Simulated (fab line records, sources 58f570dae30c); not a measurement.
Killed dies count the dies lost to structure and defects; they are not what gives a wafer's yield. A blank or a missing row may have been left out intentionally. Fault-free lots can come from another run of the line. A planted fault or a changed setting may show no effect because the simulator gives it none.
Matching of chambers | flow berkeley-cmos170 | UCB170_GATE_ETCH_15 on rie-si-02 has 4 sister chambers
The step etches poly-Si in HBr/Cl2, stops on SiO2, time 56.3 s, target depth 278.2 nm. 8 wafers are shown with their chamber, then 8 later ones without.

## WAFERS, EACH WITH ITS CHAMBER
wafer  | chamber | throttle-valve-pct (%) | drypump-motor-current-A (A)
L741.6 | 1       | 26.86                  | 5.9
L746.4 | 0       | 26.62                  | 6.2
L744.3 | 3       | 26.70                  | 5.3
L744.6 | 1       | 26.85                  | 5.9
L753.1 | 3       | 26.71                  | 5.3
L753.2 | 2       | 26.39                  | 5.6
L753.6 | 0       | 26.60                  | 6.2
L760.1 | 2       | 26.39                  | 5.5

## WAFERS WITHOUT THEIR CHAMBER
wafer  | throttle-valve-pct (%) | drypump-motor-current-A (A)
L760.3 | 26.70                  | 5.3
L760.4 | 26.87                  | 5.9
L759.2 | 26.40                  | 5.5
L759.5 | 26.39                  | 5.5
L759.6 | 26.71                  | 5.3
L761.2 | 26.39                  | 5.6
L761.3 | 26.71                  | 5.3
L761.6 | 26.38                  | 5.6

## CHAMBER TAKEN BY EACH
wafer  | from the rows above | in truth
L760.3 | 3                   | 3
L760.4 | 1                   | 1
L759.2 | 2                   | 2
L759.5 | 2                   | 2
L759.6 | 3                   | 3
L761.2 | 2                   | 2
L761.3 | 3                   | 3
L761.6 | 2                   | 2
Correct placement for 8 of the 8. Can't be placed from these rows: 0. 0 placed wrongly.
How it was worked out, from the rows above alone: a wafer's distance from a chamber is the root of the sum, over the readings, of the square of ((its reading less the chamber's mean) divided by the reading's scatter). The wafer belongs to the nearest chamber; if the next one is less than 2 further off, it can't be placed. A chamber's mean is the mean of its shown wafers. The scatter: the root of (the sum of the squares of (reading less its chamber's mean) over the shown wafers, divided by (wafers less chambers)).
